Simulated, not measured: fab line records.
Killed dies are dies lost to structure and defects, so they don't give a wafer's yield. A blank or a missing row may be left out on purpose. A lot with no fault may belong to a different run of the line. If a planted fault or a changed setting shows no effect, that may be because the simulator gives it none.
fab line records -- flow rit_cmos
[record] lots = 6, wafers = 18, last_day = 8
route steps=202 shown PLDD@116 SPACER@125 NSD@131 PSD@142 SDANNEAL@153 SILICIDE@161 M1@202
lots that met no fault: taken from a fault-free run of the same line
start_h: the number of hours between the record's first day and the start of the first shown wafer of the lot -- wait_h: time in hours since the lot's previous step -- " repeats the value in the row above -- L1.1+2: several wafers, shown together as one row -- - no value, or no start was given -- * or withheld: withheld -- < > ~ a bound
route shown NAME@n: NAME is a module with steps in the file, n the number in the route of the first one -- usual: mean and standard deviation over wafers with no fault -- same: alike in all rows -- chamber/n: place in a boat -- sites: the reading at each site -- _std_site: the standard deviation of these -- _edge_site: the outer-site mean with the inner-site mean subtracted -- radius_mm: for every site, how far away it sits from the centre of the wafer -- mask NAME#n: copy n -- behind: tool/chamber where the wafer was last shaped -- hold: the reason the lot was held/the length of the hold in hours/how it ended -- device: transistor that didn't switch, given as n, p or np -- end of line: tests run on the same wafers once the route is complete -- a step without rows: its recipe alone -- killed: dies lost to structure and defects at the first sort, not the wafer's yield -- map: shows each die of a wafer: x if killed, . if not, _ if none is there
set.NAME: the setting as run; set.NAME@STEP: as run at that earlier step -- model.NAME: the simulator's own value behind a step, which no gauge read
lots seen at some steps along the route; tables by step, rows by wafer
services: from which hour (start_h, from the record's first day; less than 0 if before it) a tool's chamber was out of use, for how many hours, and why
[[steps]]
[step RIT_PLDD_SOFTBAKE_02]
[recipe] resist = NOVOLAK, temp_c = 90, time_s = 60
[step RIT_PLDD_EXPOSE_03]
[recipe] mask_id = M8, na = 0.57, target_cd_nm = 40900, dose_mj = 250
[step RIT_PLDD_PEB_04]
[recipe] resist = NOVOLAK, temp_c = withheld, time_s = withheld
[step RIT_PLDD_DEVELOP_05]
[recipe] resist = NOVOLAK, develop_time_s = 50, dev_temp_c = 23
[step RIT_PLDD_OVL_MEAS_06]
[usual] PLDD_OVL = 0.6/1.4
lot.wafer,tool,chamber,start_h,wait_h,PLDD_OVL[nm]
L774.1,overlay-02,-,75.56,-,1.1
L774.3,overlay-02,-,75.56,-,1.4
L774.6,overlay-02,-,75.56,-,2.2
L779.1,overlay-02,-,99.82,-,-0.6
L779.3,overlay-02,-,99.82,-,0.7
L779.4,overlay-02,-,99.82,-,-0.6
L788.2,overlay-01,-,153.23,-,0.0
L788.5,overlay-01,-,153.23,-,0.8
L788.6,overlay-01,-,153.23,-,0.2
L789.2,overlay-02,-,160.14,-,1.1
L789.3,overlay-02,-,160.14,-,-0.3
L789.4,overlay-02,-,160.14,-,-0.3
L790.1,overlay-02,-,168.07,-,0.1
L790.2,overlay-02,-,168.07,-,1.1
L790.3,overlay-02,-,168.07,-,-0.3
L791.2,overlay-02,-,170.99,-,-1.2
L791.3,overlay-02,-,170.99,-,-1.6
L791.5,overlay-02,-,170.99,-,-1.7
[step RIT_PLDD_HARDBAKE_07]
[recipe] resist = NOVOLAK, temp_c = 140, time_s = 60
[step RIT_PLDD_IMPLANT_08]
[recipe] species = BF2, energy_kev = 20, dose_cm2 = 9e+14, tilt_deg = 7
[step RIT_PLDD_STRIP_09]
[recipe] chemistry = O2, time_s = 180, resist = NOVOLAK, platen_temp_c = withheld, power_w = 500, pressure_mtorr = 4000, o2_flow_sccm = 4000
[usual] drypump_motor_current_A = 5.7/0.46
lot.wafer,tool,chamber,start_h,wait_h,drypump_motor_current_A,rf_hours_counter_h
L774.1,plasma_asher-04,1,75.89,0.1,6.3,43
L774.3,plasma_asher-04,0,75.89,0.1,6.1,-
L774.6,plasma_asher-04,1,75.89,0.1,6.3,-
L779.1,plasma_asher-04,1,100.15,0.1,6.3,45
L779.3,plasma_asher-04,0,100.15,0.1,6.2,-
L779.4,plasma_asher-04,1,100.15,0.1,6.3,-
L788.2,plasma_asher-01,1,153.56,0.1,5.0,36
L788.5,plasma_asher-01,1,153.56,0.1,5.0,-
L788.6,plasma_asher-01,0,153.56,0.1,5.6,-
L789.2,plasma_asher-04,0,160.47,0.1,6.2,51
L789.3,plasma_asher-04,1,160.47,0.1,6.3,-
L789.4,plasma_asher-04,0,160.47,0.1,6.2,-
L790.1,plasma_asher-04,0,168.41,0.1,6.1,52
L790.2,plasma_asher-04,1,168.41,0.1,6.3,52
L790.3,plasma_asher-04,1,168.41,0.1,6.3,-
L791.2,plasma_asher-04,0,171.32,0.1,6.1,52
L791.3,plasma_asher-04,1,171.32,0.1,6.3,-
L791.5,plasma_asher-04,1,171.32,0.1,6.3,-
[step RIT_PLDD_TW_MEAS_10]
[usual] PLDD_TW = 2349/23
lot.wafer,tool,chamber,start_h,wait_h,PLDD_TW
L774.1,film_metro-01,-,76.07,0.1,2333
L774.3,film_metro-01,-,76.07,0.1,2337
L774.6,film_metro-01,-,76.07,0.1,2341
L779.1,film_metro-01,-,100.33,0.1,2337
L779.3,film_metro-01,-,100.33,0.1,2334
L779.4,film_metro-01,-,100.33,0.1,2336
L788.2,film_metro-01,-,153.75,0.1,2333
L788.5,film_metro-01,-,153.75,0.1,2347
L788.6,film_metro-01,-,153.75,0.1,2346
L789.2,film_metro-03,-,160.65,0.1,2377
L789.3,film_metro-03,-,160.65,0.1,2380
L789.4,film_metro-03,-,160.65,0.1,2364
L790.1,film_metro-01,-,168.58,0.1,2344
L790.2,film_metro-01,-,168.58,0.1,2332
L790.3,film_metro-01,-,168.58,0.1,2324
L791.2,film_metro-03,-,171.50,0.1,2384
L791.3,film_metro-03,-,171.50,0.1,2360
L791.5,film_metro-03,-,171.50,0.1,2367
[step RIT_SPACER_CLEAN_00]
[recipe] chemistry = SC1, mix = 3:3:50, time_s = 600, temp_c = 75
[step RIT_SPACER_CLEAN_01]
[recipe] chemistry = dHF, dilution = 50:1, time_s = 30
[step RIT_SPACER_CLEAN_02]
[recipe] chemistry = SC2, mix = 3:3:50, time_s = 600, temp_c = 75, dry = n2_spin
[step RIT_SPACER_CVD_03]
[recipe] material = Si3N4, target_thk_nm = 250, temp_c = 810, precursor = SiH2Cl2/NH3, time_s = 3300, pressure_mtorr = 300, sih2cl2_flow_sccm = 60, nh3_flow_sccm = 150
[usual] sih2cl2_flow_sccm = 59.96/0.17, spike_tc_centre_C = 812.7/1.4
lot.wafer,tool,chamber,start_h,wait_h,sih2cl2_flow_sccm,spike_tc_centre_C,model.Si3N4_of_SPACER_CVD_03.thk_nm
L774.1,lpcvd-02,1,76.91,0.4,60.16,813.2,246
L774.3,lpcvd-02,1,76.91,0.4,60.11,813.4,247.5
L774.6,lpcvd-02,1,76.91,0.4,60.06,815.1,246.8
L779.1,lpcvd-02,1,100.75,0.0,60.14,814.1,250.5
L779.3,lpcvd-02,1,100.75,0.0,60.09,815.1,251.2
L779.4,lpcvd-02,1,100.75,0.0,60.15,815.4,251.9
L788.2,lpcvd-02,0,154.16,0.0,59.96,826.3,271.6
L788.5,lpcvd-02,0,154.16,0.0,60.07,824.5,257.7
L788.6,lpcvd-02,0,154.16,0.0,60.03,824.0,255.8
L789.2,lpcvd-02,0,161.09,0.0,59.97,825.7,255.5
L789.3,lpcvd-02,0,161.09,0.0,60.15,822.7,258.7
L789.4,lpcvd-02,0,161.09,0.0,59.92,824.5,264.4
L790.1,lpcvd-01,1,170.10,1.0,59.91,811.8,250
L790.2,lpcvd-01,1,170.10,1.0,59.58,811.8,247.7
L790.3,lpcvd-01,1,170.10,1.0,60.01,811.8,249.1
L791.2,lpcvd-01,1,172.02,0.1,60.21,811.7,249.8
L791.3,lpcvd-01,1,172.02,0.1,59.93,809.6,249.1
L791.5,lpcvd-01,1,172.02,0.1,59.95,811.6,248.7
[step RIT_SPACER_THK_MEAS_04]
[recipe] reads = Si3N4_of_SPACER_CVD_03
[usual] SPACER_NITRIDE_THK = 249.4/2.3
lot.wafer,tool,chamber,start_h,wait_h,SPACER_NITRIDE_THK[nm]
L774.1,film_metro-01,-,78.83,0.0,245.9
L774.3,film_metro-01,-,78.83,0.0,247.5
L774.6,film_metro-01,-,78.83,0.0,246.7
L779.1,film_metro-03,-,102.67,0.0,250.6
L779.3,film_metro-03,-,102.67,0.0,251.2
L779.4,film_metro-03,-,102.67,0.0,251.8
L788.2,film_metro-03,-,156.09,0.0,271.5
L788.5,film_metro-03,-,156.09,0.0,257.8
L788.6,film_metro-03,-,156.09,0.0,255.8
L789.2,film_metro-03,-,163.02,0.0,255.5
L789.3,film_metro-03,-,163.02,0.0,258.5
L789.4,film_metro-03,-,163.02,0.0,264.4
L790.1,film_metro-01,-,172.02,0.0,250.0
L790.2,film_metro-01,-,172.02,0.0,247.8
L790.3,film_metro-01,-,172.02,0.0,249.1
L791.2,film_metro-01,-,173.94,0.0,249.8
L791.3,film_metro-01,-,173.94,0.0,248.9
L791.5,film_metro-01,-,173.94,0.0,249.0
[step RIT_SPACER_ETCHBACK_05]
[recipe] target_depth_a = 2500, SF6_flow_sccm = 30, CHF3_flow_sccm = 30, target = Si3N4, chemistry = SF6/CHF3, pressure_mtorr = 40, rf_w = 250, time_s = 240, stop_on = SiO2
[usual] drypump_motor_current_A = 5.9/0.49, oes_product_au = 0.841/0.013, throttle_valve_pct = 10.32/0.11
lot.wafer,tool,chamber,start_h,wait_h,drypump_motor_current_A,oes_product_au,rf_hours_counter_h,throttle_valve_pct,model.etch.depth_nm
L774.1,rie_diel-02,2,78.89,0.1,5.6,0.830,95,10.25,246
L774.3,rie_diel-02,3,78.89,0.1,5.8,0.850,74,10.37,247.5
L774.6,rie_diel-02,3,78.89,0.1,5.8,0.846,-,10.38,246.8
L779.1,rie_diel-04,2,102.73,0.1,6.2,0.845,10,10.20,250.5
L779.3,rie_diel-04,3,102.73,0.1,6.2,0.870,2,10.42,251.2
L779.4,rie_diel-04,1,102.73,0.1,6.5,0.853,92,10.21,251.9
L788.2,rie_diel-03,1,156.14,0.0,6.2,0.879,118,10.54,271.6
L788.5,rie_diel-03,1,156.14,0.0,6.2,0.840,-,10.52,257.7
L788.6,rie_diel-03,2,156.14,0.0,6.6,0.853,-,10.33,255.8
L789.2,rie_diel-03,3,163.07,0.0,4.9,0.851,142,10.23,255.5
L789.3,rie_diel-03,1,163.07,0.0,6.2,0.856,118,10.51,258.7
L789.4,rie_diel-03,0,163.07,0.0,5.8,0.879,62,10.44,264.4
L790.1,rie_diel-03,3,172.08,0.1,4.8,0.838,142,10.23,250
L790.2,rie_diel-03,1,172.08,0.1,6.2,0.814,118,10.51,247.7
L790.3,rie_diel-03,0,172.08,0.1,5.9,0.831,62,10.44,249.1
L791.2,rie_diel-04,1,173.99,0.0,6.4,0.855,93,10.19,249.8
L791.3,rie_diel-04,0,173.99,0.0,6.1,0.849,101,10.30,249.1
L791.5,rie_diel-04,1,173.99,0.0,6.4,0.848,-,10.18,248.7
[step RIT_NSD_HMDS_00]
[recipe] prime_time_s = 60, prime_temp_c = 140
[step RIT_NSD_COAT_01]
[recipe] resist = NOVOLAK, spin_rpm = 3250, resist_thk_nm = 1000
[step RIT_NSD_SOFTBAKE_02]
[recipe] resist = NOVOLAK, temp_c = 90, time_s = 60
[step RIT_NSD_EXPOSE_03]
[recipe] mask_id = M9, na = 0.57, target_cd_nm = 40700, dose_mj = 250
[step RIT_NSD_PEB_04]
[recipe] resist = NOVOLAK, temp_c = withheld, time_s = withheld
[step RIT_NSD_DEVELOP_05]
[recipe] resist = NOVOLAK, develop_time_s = 50, dev_temp_c = 23
[step RIT_NSD_OVL_MEAS_06]
[usual] NSD_OVL = 0.4/1.4
lot.wafer,tool,chamber,start_h,wait_h,NSD_OVL[nm]
L774.1,overlay-02,-,80.13,-,0.5
L774.3,overlay-02,-,80.13,-,-0.3
L774.6,overlay-02,-,80.13,-,2.4
L779.1,overlay-01,-,103.85,-,0.5
L779.3,overlay-01,-,103.85,-,-0.2
L779.4,overlay-01,-,103.85,-,0.9
L788.2,overlay-01,-,157.14,-,0.8
L788.5,overlay-01,-,157.14,-,1.4
L788.6,overlay-01,-,157.14,-,1.4
L789.2,overlay-01,-,164.07,-,-0.3
L789.3,overlay-01,-,164.07,-,0.7
L789.4,overlay-01,-,164.07,-,0.2
L790.1,overlay-01,-,173.20,-,-0.5
L790.2,overlay-01,-,173.20,-,1.5
L790.3,overlay-01,-,173.20,-,-1.1
L791.2,overlay-02,-,175.00,-,-1.5
L791.3,overlay-02,-,175.00,-,1.5
L791.5,overlay-02,-,175.00,-,-2.7
[step RIT_NSD_HARDBAKE_07]
[recipe] resist = NOVOLAK, temp_c = 140, time_s = 60
[step RIT_NSD_IMPLANT_08]
[recipe] species = P, energy_kev = 25, dose_cm2 = 1e+15, tilt_deg = 7
[step RIT_NSD_STRIP_09]
[recipe] chemistry = O2, time_s = 180, resist = NOVOLAK, platen_temp_c = withheld, power_w = 500, pressure_mtorr = 4000, o2_flow_sccm = 4000
[usual] drypump_motor_current_A = 5.7/0.3
lot.wafer,tool,chamber,start_h,wait_h,drypump_motor_current_A,rf_hours_counter_h
L774.1,plasma_asher-02,1,80.47,0.1,5.6,45
L774.3,plasma_asher-02,0,80.47,0.1,5.5,-
L774.6,plasma_asher-02,1,80.47,0.1,5.6,-
L779.1,plasma_asher-01,0,104.19,0.1,5.6,32
L779.3,plasma_asher-01,0,104.19,0.1,5.6,-
L779.4,plasma_asher-01,1,104.19,0.1,5.0,-
L788.2,plasma_asher-01,0,157.47,0.1,5.5,37
L788.5,plasma_asher-01,0,157.47,0.1,5.5,-
L788.6,plasma_asher-01,1,157.47,0.1,5.0,-
L789.2,plasma_asher-02,0,164.40,0.1,5.5,54
L789.3,plasma_asher-02,0,164.40,0.1,5.5,-
L789.4,plasma_asher-02,1,164.40,0.1,5.6,-
L790.1,plasma_asher-02,0,173.54,0.1,5.5,55
L790.2,plasma_asher-02,1,173.54,0.1,5.6,55
L790.3,plasma_asher-02,1,173.54,0.1,5.6,-
L791.2,plasma_asher-01,1,175.33,0.1,4.9,39
L791.3,plasma_asher-01,0,175.33,0.1,5.5,-
L791.5,plasma_asher-01,1,175.33,0.1,5.0,-
[step RIT_NSD_TW_MEAS_10]
[usual] NSD_TW = 3110/25
lot.wafer,tool,chamber,start_h,wait_h,NSD_TW
L774.1,film_metro-03,-,80.64,0.1,3146
L774.3,film_metro-03,-,80.64,0.1,3157
L774.6,film_metro-03,-,80.64,0.1,3156
L779.1,film_metro-01,-,104.37,0.1,3109
L779.3,film_metro-01,-,104.37,0.1,3109
L779.4,film_metro-01,-,104.37,0.1,3110
L788.2,film_metro-01,-,157.66,0.1,3111
L788.5,film_metro-01,-,157.66,0.1,3109
L788.6,film_metro-01,-,157.66,0.1,3113
L789.2,film_metro-01,-,164.59,0.1,3104
L789.3,film_metro-01,-,164.59,0.1,3114
L789.4,film_metro-01,-,164.59,0.1,3124
L790.1,film_metro-01,-,173.71,0.1,3099
L790.2,film_metro-01,-,173.71,0.1,3090
L790.3,film_metro-01,-,173.71,0.1,3079
L791.2,film_metro-01,-,175.51,0.1,3097
L791.3,film_metro-01,-,175.51,0.1,3096
L791.5,film_metro-01,-,175.51,0.1,3106
[step RIT_PSD_HMDS_00]
[recipe] prime_time_s = 60, prime_temp_c = 140
[step RIT_PSD_COAT_01]
[recipe] resist = NOVOLAK, spin_rpm = 3250, resist_thk_nm = 1000
[step RIT_PSD_SOFTBAKE_02]
[recipe] resist = NOVOLAK, temp_c = 90, time_s = 60
[step RIT_PSD_EXPOSE_03]
[recipe] mask_id = M10, na = 0.57, target_cd_nm = 40900, dose_mj = 250
[step RIT_PSD_PEB_04]
[recipe] resist = NOVOLAK, temp_c = withheld, time_s = withheld
[step RIT_PSD_DEVELOP_05]
[recipe] resist = NOVOLAK, develop_time_s = 50, dev_temp_c = 23
[step RIT_PSD_OVL_MEAS_06]
[usual] PSD_OVL = 1.8/1.5
lot.wafer,tool,chamber,start_h,wait_h,PSD_OVL[nm]
L774.1,overlay-02,-,81.72,-,3.1
L774.3,overlay-02,-,81.72,-,2.3
L774.6,overlay-02,-,81.72,-,1.9
L779.1,overlay-02,-,105.55,-,-0.5
L779.3,overlay-02,-,105.55,-,-0.2
L779.4,overlay-02,-,105.55,-,1.0
L788.2,overlay-01,-,158.57,-,-0.2
L788.5,overlay-01,-,158.57,-,1.2
L788.6,overlay-01,-,158.57,-,0.2
L789.2,overlay-02,-,165.49,-,1.3
L789.3,overlay-02,-,165.49,-,0.9
L789.4,overlay-02,-,165.49,-,1.5
L790.1,overlay-02,-,174.62,-,3.3
L790.2,overlay-02,-,174.62,-,3.9
L790.3,overlay-02,-,174.62,-,2.1
L791.2,overlay-01,-,176.54,-,0.0
L791.3,overlay-01,-,176.54,-,4.9
L791.5,overlay-01,-,176.54,-,2.2
[step RIT_PSD_HARDBAKE_07]
[recipe] resist = NOVOLAK, temp_c = 140, time_s = 60
[step RIT_PSD_IMPLANT_08]
[recipe] species = BF2, energy_kev = 27, dose_cm2 = 5e+15, tilt_deg = 7
[step RIT_PSD_STRIP_09]
[recipe] chemistry = O2, time_s = 180, resist = NOVOLAK, platen_temp_c = withheld, power_w = 500, pressure_mtorr = 4000, o2_flow_sccm = 4000
[usual] drypump_motor_current_A = 5.7/0.46
lot.wafer,tool,chamber,start_h,wait_h,drypump_motor_current_A,rf_hours_counter_h
L774.1,plasma_asher-01,0,82.06,0.1,5.5,29
L774.3,plasma_asher-01,1,82.06,0.1,5.0,-
L774.6,plasma_asher-01,1,82.06,0.1,5.0,-
L779.1,plasma_asher-01,1,105.88,0.1,5.0,32
L779.3,plasma_asher-01,1,105.88,0.1,5.0,-
L779.4,plasma_asher-01,0,105.88,0.1,5.5,-
L788.2,plasma_asher-03,0,158.90,0.1,6.0,4
L788.5,plasma_asher-03,0,158.90,0.1,6.1,-
L788.6,plasma_asher-03,1,158.90,0.1,5.9,-
L789.2,plasma_asher-03,1,165.82,0.1,5.9,5
L789.3,plasma_asher-03,0,165.82,0.1,6.0,-
L789.4,plasma_asher-03,1,165.82,0.1,5.9,-
L790.1,plasma_asher-01,0,174.96,0.1,5.5,38
L790.2,plasma_asher-01,1,174.96,0.1,5.0,38
L790.3,plasma_asher-01,0,174.96,0.1,5.5,-
L791.2,plasma_asher-01,0,176.87,0.1,5.5,39
L791.3,plasma_asher-01,0,176.87,0.1,5.6,-
L791.5,plasma_asher-01,0,176.87,0.1,5.5,-
[step RIT_PSD_TW_MEAS_10]
[usual] PSD_TW = 3420/32
lot.wafer,tool,chamber,start_h,wait_h,PSD_TW
L774.1,film_metro-04,-,82.23,0.1,3404
L774.3,film_metro-04,-,82.23,0.1,3384
L774.6,film_metro-04,-,82.23,0.1,3388
L779.1,film_metro-01,-,106.06,0.1,3407
L779.3,film_metro-01,-,106.06,0.1,3386
L779.4,film_metro-01,-,106.06,0.1,3401
L788.2,film_metro-04,-,159.08,0.1,3380
L788.5,film_metro-04,-,159.08,0.1,3393
L788.6,film_metro-04,-,159.08,0.1,3387
L789.2,film_metro-04,-,166.01,0.1,3383
L789.3,film_metro-04,-,166.01,0.1,3389
L789.4,film_metro-04,-,166.01,0.1,3367
L790.1,film_metro-04,-,175.13,0.1,3398
L790.2,film_metro-04,-,175.13,0.1,3390
L790.3,film_metro-04,-,175.13,0.1,3385
L791.2,film_metro-03,-,177.06,0.1,3460
L791.3,film_metro-03,-,177.06,0.1,3449
L791.5,film_metro-03,-,177.06,0.1,3464
[step RIT_SDANNEAL_CLEAN_00]
[recipe] chemistry = SC1, mix = 3:3:50, time_s = 600, temp_c = 75
[step RIT_SDANNEAL_CLEAN_01]
[recipe] chemistry = dHF, dilution = 50:1, time_s = 30
[step RIT_SDANNEAL_CLEAN_02]
[recipe] chemistry = SC2, mix = 3:3:50, time_s = 600, temp_c = 75, dry = n2_spin
[step RIT_SDANNEAL_RTA_03]
[recipe] temp_c = 1050, time_s = 5, idle_temp_c = 600, ramp_up_c_per_s = 342, ramp_down_c_per_s = 171, cool_to_c = 600, ambient = N2
[usual] anneal_temp_c_max = 1056.3/1.6, wafer_temp_C_max = 1053.5/1.1
lot.wafer,tool,chamber,start_h,wait_h,anneal_temp_c_max,wafer_temp_C_max
L774.1,rtp_anneal-02,0,82.69,0.0,1056.2,1053.3
L774.3,rtp_anneal-02,0,82.69,0.0,1057.1,1054.9
L774.6,rtp_anneal-02,0,82.69,0.0,1057.5,1054.0
L779.1,rtp_anneal-01,0,106.60,0.0,1054.1,1055.1
L779.3,rtp_anneal-01,0,106.60,0.0,1054.1,1055.4
L779.4,rtp_anneal-01,0,106.60,0.0,1054.6,1053.4
L788.2,rtp_anneal-02,0,159.56,0.0,1056.5,1052.0
L788.5,rtp_anneal-02,0,159.56,0.0,1056.1,1054.7
L788.6,rtp_anneal-02,0,159.56,0.0,1056.2,1053.8
L789.2,rtp_anneal-01,0,166.49,0.0,1055.4,1055.0
L789.3,rtp_anneal-01,0,166.49,0.0,1056.3,1054.0
L789.4,rtp_anneal-01,0,166.49,0.0,1055.1,1052.9
L790.1,rtp_anneal-02,0,175.56,0.0,1057.9,1052.9
L790.2,rtp_anneal-02,0,175.56,0.0,1060.3,1055.2
L790.3,rtp_anneal-02,0,175.56,0.0,1057.4,1055.6
L791.2,rtp_anneal-01,0,177.49,0.0,1057.1,1052.0
L791.3,rtp_anneal-01,0,177.49,0.0,1057.0,1053.8
L791.5,rtp_anneal-01,0,177.49,0.0,1054.8,1052.5
[step RIT_SDANNEAL_RS_MEAS_04]
[recipe] thk_meas_gauge = four-point-probe
[usual] PSD_RS = 115.9/0.31
lot.wafer,tool,chamber,start_h,wait_h,PSD_RS[ohm/sq]
L774.1,film_metro-04,-,82.75,0.0,116.4
L774.3,film_metro-04,-,82.75,0.0,116.4
L774.6,film_metro-04,-,82.75,0.0,116.3
L779.1,film_metro-03,-,106.66,0.0,115.9
L779.3,film_metro-03,-,106.66,0.0,116.2
L779.4,film_metro-03,-,106.66,0.0,115.7
L788.2,film_metro-04,-,159.63,0.1,116.0
L788.5,film_metro-04,-,159.63,0.1,115.9
L788.6,film_metro-04,-,159.63,0.1,116.1
L789.2,film_metro-01,-,166.56,0.1,116.2
L789.3,film_metro-01,-,166.56,0.1,116.3
L789.4,film_metro-01,-,166.56,0.1,116.1
L790.1,film_metro-04,-,175.62,0.0,115.2
L790.2,film_metro-04,-,175.62,0.0,115.8
L790.3,film_metro-04,-,175.62,0.0,115.6
L791.2,film_metro-04,-,177.56,0.1,115.7
L791.3,film_metro-04,-,177.56,0.1,115.8
L791.5,film_metro-04,-,177.56,0.1,115.6
[step RIT_SILICIDE_WET_ETCH_00]
[recipe] chemistry = BOE, target = SiO2, target_depth_nm = 14, time_s = 15, dry = n2_spin, dilution = 10:1, temp_c = 21.5
lot.wafer,tool,chamber,start_h,wait_h,model.Si3N4_of_SPACER_CVD_03.thk_nm
L774.1,wet_bench-04,1,83.23,0.1,191.2
L774.3,wet_bench-04,1,83.23,0.1,192.2
L774.6,wet_bench-04,1,83.23,0.1,191.9
L779.1,wet_bench-02,1,107.14,0.1,194.5
L779.3,wet_bench-02,1,107.14,0.1,195.4
L779.4,wet_bench-02,1,107.14,0.1,194.6
L788.2,wet_bench-03,0,160.09,0.1,211
L788.5,wet_bench-03,0,160.09,0.1,200.3
L788.6,wet_bench-03,0,160.09,0.1,198.9
L789.2,wet_bench-04,1,167.02,0.1,196.2
L789.3,wet_bench-04,1,167.02,0.1,199.9
L789.4,wet_bench-04,1,167.02,0.1,206.8
L790.1,wet_bench-04,1,176.10,0.1,192.3
L790.2,wet_bench-04,1,176.10,0.1,191.4
L790.3,wet_bench-04,1,176.10,0.1,195
L791.2,wet_bench-03,1,178.02,0.1,193.1
L791.3,wet_bench-03,1,178.02,0.1,194.2
L791.5,wet_bench-03,1,178.02,0.1,192.4
[step RIT_M1_PROBE_99]
[usual] killed_at_M0_to_M3 = 0.0/0.12, killed_at_front_end = 7/3, killed_dies = 7/3, killed_open = 3.4/1.8, killed_short = 3.8/2.1
[same] gross_dies = 264, killed_at_M4_up = 0, killed_at_back_side = 0, killed_at_contacts = 0, killed_at_other = 0
lot.wafer,tool,chamber,start_h,wait_h,killed_at_M0_to_M3,killed_at_front_end,killed_dies,killed_open,killed_short
L774.1,prober-01,-,90.63,0.1,0,8,8,4,4
L774.3,prober-01,-,90.73,0.2,0,7,7,2,5
L774.6,prober-01,-,90.88,0.2,1,9,10,4,6
L788.2,prober-02,-,167.11,0.1,0,5,5,3,2
L788.5,prober-02,-,167.26,0.2,0,13,13,9,4
L788.6,prober-02,-,167.31,0.2,0,8,8,4,4
// killed by level:class
L774.1 GATE:geometric_particle:short=4 FOX1:geometric_particle:open=2 GATE:geometric_particle:open=1 SPACER:geometric_particle:open=1
L774.3 GATE:geometric_particle:short=2 FOX1:geometric_particle:short=1 FOX1:geometric_particle:open=1 SPACER:geometric_particle:short=1 SILICIDE:geometric_particle:open=1 SILICIDE:geometric_particle:short=1
L774.6 FOX1:geometric_particle:open=2 GATE:geometric_particle:open=2 GATE:geometric_particle:short=2 FOX1:geometric_particle:short=1 REOX:geometric_particle:short=1 SILICIDE:geometric_particle:short=1 M1:geometric_particle:short=1
L788.2 GATE:geometric_particle:open=2 FOX1:geometric_particle:short=1 FOX2:geometric_particle:open=1 SPACER:geometric_particle:short=1
L788.5 FOX1:geometric_particle:open=3 GATE:geometric_particle:short=2 GATE:geometric_particle:open=2 SPACER:geometric_particle:open=2 FOX2:geometric_particle:open=1 FOX2:geometric_particle:short=1 SPACER:geometric_particle:short=1 SILICIDE:geometric_particle:open=1
L788.6 GATE:geometric_particle:open=3 GATE:geometric_particle:short=3 FOX1:geometric_particle:open=1 SILICIDE:geometric_particle:short=1
[[services]]
tool,chamber,start_h,hours,kind
lpcvd-02,-,54.66,2.6,repair
plasma_asher-03,-,76.25,2.9,repair
plasma_asher-04,-,78.88,2.8,pm
rie_diel-03,0,86.65,18.1,repair
plasma_asher-03,-,108.75,9.0,pm
plasma_asher-03,0,108.75,9.0,vent_cycle
plasma_asher-03,1,108.75,9.0,vent_cycle
plasma_asher-03,-,116.03,0.7,repair
plasma_asher-03,0,117.75,-,clean
plasma_asher-03,1,117.75,-,clean
plasma_asher-01,-,136.21,0.6,repair
rie_diel-04,3,145.90,8.6,repair
rie_diel-02,0,170.60,6.2,repair
[[key]]
[first_sign] step = RIT_SPACER_CVD_03, reading = spike_tc_centre_C, direction = up, sigmas = 8.3, usual = 812.7, struck = 824.6
[effect] step = RIT_SPACER_THK_MEAS_04, reading = SPACER_NITRIDE_THK, direction = up, sigmas = 4.9, usual = 249.4, struck = 260.6
[model_effect] step = RIT_SPACER_CVD_03, value = Si3N4_of_SPACER_CVD_03.thk_nm, without = 249.4, struck = 260.6
[model_effect] step = RIT_SPACER_ETCHBACK_05, value = etch.depth_nm, without = 249.4, struck = 260.6
[model_effect] step = RIT_SILICIDE_WET_ETCH_00, value = Si3N4_of_SPACER_CVD_03.thk_nm, without = 193.4, struck = 202.2
met_at RIT_SPACER_CVD_03
struck_wafers L788.2,L788.5,L788.6,L789.2,L789.3,L789.4
tester_left_out L788,L789
[fault] kind = process_parameter_drift, tool = lpcvd-02, chamber = 0, onset_h = 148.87, steps = RIT_SPACER_CVD_03, channel = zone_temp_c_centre, offset = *, shape = step, end_h = 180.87
// tester_left_out: of these lots the tester's yield and bins aren't shown, on N5 and GAA mostly nor the transistor test; their killed dies are dies lost to structure and defects alone, not to doping, threshold or leakage, so they don't give the yield
